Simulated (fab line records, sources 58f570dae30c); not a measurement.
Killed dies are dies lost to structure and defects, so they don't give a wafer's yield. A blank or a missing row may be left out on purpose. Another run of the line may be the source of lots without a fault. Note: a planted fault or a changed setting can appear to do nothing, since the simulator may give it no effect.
Struck lot and sound lot, side by side -- flow berkeley cmos170 -- 15 out of 331 route steps
Sound: these wafers, L883.1, L883.3, L883.5. Wafers struck: L875.3, L875.4, L875.5. The cause is named last.
At each step with rows: each side's tool, then ch and its chambers, then its first start. Under that, the readings that differ: sound wafers -- struck wafers -- difference of the means -- sigmas: that difference in standard deviations of wafers without a fault.
alike: readings whose means differ by less than 2 such deviations, and words and numbers that are the same on both sides. not compared: withheld readings, readings that some wafer has no value for, bounds like >300 that may hide the same value, and numbers for which the record gives no deviation and whose values overlap.
A row with sigmas, a row that says differs or no value, or rows on one side alone: a step with any of these is where the two part. Non-overlapping numbers with no deviation appear without sigmas and do not part them. A reading missing from all wafers of one side parts the sides only when that side holds two or more wafers.

first, 1 step without rows for these wafers: UCB170_M2_SOFTBAKE_06 (time 60 s).
UCB170_M2_STRIP_07: strips in O2.
  sound on plasma asher-02 ch 0,1, day 10 11:57; struck on plasma asher-02 ch 0,1, day 9 04:29
  alike: drypump motor current A, oes product au, strip time to endpoint s
  not compared: rf hours counter h
then, 7 steps without rows for these wafers: UCB170_M2_STRIP_08 (strips KrF in DMSO, time 600 s); UCB170_M2_COAT_09; UCB170_M2_COAT_10 (resist thk 900 nm); UCB170_M2_SOFTBAKE_11 (time 60 s); UCB170_M2_EXPOSE_12 (exposes mask METAL2, target cd 700 nm); UCB170_M2_PEB_13; UCB170_M2_DEVELOP_14 (develop time 45 s).
UCB170_M2_CD_MEAS_15: the cd target is 700 nm.
  sound on cd sem-02, day 10 13:27; struck on cd sem-02, day 9 05:38
  alike: cd nm
UCB170_M2_OVL_MEAS_16:
  sound on overlay-01, day 10 13:34; struck on overlay-02, day 9 05:44
  alike: M2_OVL
UCB170_M2_ETCH_17: etches BARC in N2/H2.
  sound on rie diel-02 ch 0,2,3, day 10 13:37; struck on rie diel-02 ch 1,3, day 9 05:46
  alike: bias w, chamber pressure mTorr, drypump motor current A, h2 flow sccm, oes product au, throttle valve pct
UCB170_M2_METAL_ETCH_18: etches Al in Cl2/BCl3, stops on SiO2, target depth 1170 nm, time 195 s.
  sound on rie metal-01 ch 0,1, day 10 13:39; struck on rie metal-04 ch 0,1, day 9 05:52
  no value came back on the struck wafers for any of 6 readings (bcl3 flow sccm (sccm), bias w (W) and others); on the sound wafers bcl3 flow sccm (sccm) reads 44.90 44.98 44.95
reading,sound,struck,difference,sigmas
model.KrF_of_M2_COAT_10.thk nm (nm),230.8 208 234.7,886.7 883.4 883.8,+660.1,
model.SiO2_of_V1_CVD_00.thk nm (nm),941 936.8 939.3,995.4 993.9 994,+55.4,
  not compared: rf hours counter h
UCB170_M2_STRIP_19: strips in O2.
  sound on plasma asher-04 ch 0,1, day 10 13:50; struck on plasma asher-04 ch 0,1, day 9 06:01
reading,sound,struck,difference,sigmas
oes product au (a.u.),0.555 0.541 0.564,0.724 0.734 0.720,+0.173,+8
  alike: drypump motor current A
  not compared: rf hours counter h
UCB170_M2_CD_MEAS_90: the cd target is 700 nm.
  sound on cd sem-01, day 10 13:56; struck on cd sem-02, day 9 06:08
reading,sound,struck,difference,sigmas
cd nm (nm),699 699 700,- - -,no value on the struck wafers,

== WHERE THEY PART ==
First at UCB170_M2_METAL_ETCH_18; last, within this record, at UCB170_M2_CD_MEAS_90.

WHY: the cause the simulator had injected
At UCB170_M2_METAL_ETCH_18, the step was skipped entirely on rie metal-04 from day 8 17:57 on. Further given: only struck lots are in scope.
